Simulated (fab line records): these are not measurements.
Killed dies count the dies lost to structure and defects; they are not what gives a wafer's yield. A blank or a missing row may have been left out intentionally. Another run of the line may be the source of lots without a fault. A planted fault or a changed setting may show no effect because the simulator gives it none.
Split-lot trial    flow berkeley_cmos170    23 wafers read from 5 lots, route of 331 steps

SPLIT DETAILS
At UCB170_V1_COAT_07 (resist thk 900 nm), the setting spin_rpm was moved away from the recipe's 1500 rpm on 7 of the 23 wafers read, by -7.3% to +4.1%. The other wafers ran this setting at the recipe's value.

Reading taken at the split's own step.

THE READING
KrF_of_V1_COAT_07.thk_nm (the simulator's own value, which no gauge read), in nm, at UCB170_V1_COAT_07 (resist thk 900 nm). There is no usual value for it anywhere in the file. The 16 wafers here that ran the recipe average 897.1 nm, standard deviation 2.2 nm.

wafer   tool, chamber at the split  spin_rpm as run, rpm  against the recipe  KrF_of_V1_COAT_07.thk_nm, nm  against lot-mates on the recipe
L074.2  litho_track-01, 0           1500                  recipe              899.1                         -
L074.3  litho_track-01, 0           1500                  recipe              900.2                         -
L074.4  litho_track-01, 0           1500                  recipe              900                           -
L077.1  litho_track-01, 0           1562                  +4.1%               878.5                         -19.3
L077.2  litho_track-01, 0           1500                  recipe              897.7                         -
L077.3  litho_track-01, 0           1500                  recipe              898.4                         -
L077.5  litho_track-01, 0           1500                  recipe              897.3                         -
L077.6  litho_track-01, 0           1562                  +4.1%               877.9                         -19.9
L079.1  litho_track-01, 0           1500                  recipe              894.7                         -
L079.2  litho_track-01, 0           1500                  recipe              894.6                         -
L079.3  litho_track-01, 0           1552                  +3.5%               878.1                         -16.5
L079.4  litho_track-01, 0           1500                  recipe              894.5                         -
L079.5  litho_track-01, 0           1552                  +3.5%               878.7                         -15.9
L083.1  litho_track-03, 0           1500                  recipe              899.2                         -
L083.2  litho_track-03, 0           1390                  -7.3%               933.7                         +35.2
L083.4  litho_track-03, 0           1500                  recipe              897.8                         -
L083.5  litho_track-03, 0           1390                  -7.3%               933.3                         +34.8
L083.6  litho_track-03, 0           1390                  -7.3%               931.9                         +33.4
L085.1  litho_track-02, 0           1500                  recipe              895.5                         -
L085.2  litho_track-02, 0           1500                  recipe              899.8                         -
L085.3  litho_track-02, 0           1500                  recipe              894.2                         -
L085.4  litho_track-02, 0           1500                  recipe              897                           -
L085.5  litho_track-02, 0           1500                  recipe              894                           -

THE FIT
A straight line over all 23 wafers: KrF_of_V1_COAT_07.thk_nm changes by -4.9 nm for each +1% of spin_rpm; r = -0.99; the points scatter about the line by 2 nm.
The same after taking each lot's own level away (the mean of its wafers on the recipe; 23 wafers): -4.7 nm for each +1%; r = -1.00; scatter 1.1 nm.
The reading moves by 34 nm for the largest change in spin_rpm, on that fit.
Measured against the standard deviation above, the lots' own levels, which go from 894.60 to 899.77 nm, span 2.4 times it.
The two slopes agree, so the slope changes little with the lot-to-lot level.
Check: +34.2 nm against its lot-mates is what the line predicts for one of the wafers moved furthest among these (-7.3%) when that wafer is left out of the fit. Against them it came out at +35.2 nm.

THE OTHER SPLITS THESE WAFERS WENT THROUGH
These wafers also went through other splits before the reading. Each is held against what the fit with the lots' levels taken away leaves over:
other split on the same wafers        wafers away from the commonest value  r with KrF_of_V1_COAT_07.thk_nm (lot level and that fit taken away)
UCB170_NSD_IMPLANT_08 energy_kev      11                                    -0.19
UCB170_SILICIDE_SPUTTER_01 time_s     8                                     -0.10
UCB170_CONTACT_CVD_01 pressure_mtorr  15                                    +0.02
UCB170_CONTACT_SOFTBAKE_11 time_s     7                                     +0.42

FILE'S OWN FIT
KrF_of_V1_COAT_07.thk_nm changes by -4.7 nm for each +1% of spin_rpm, r = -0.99.
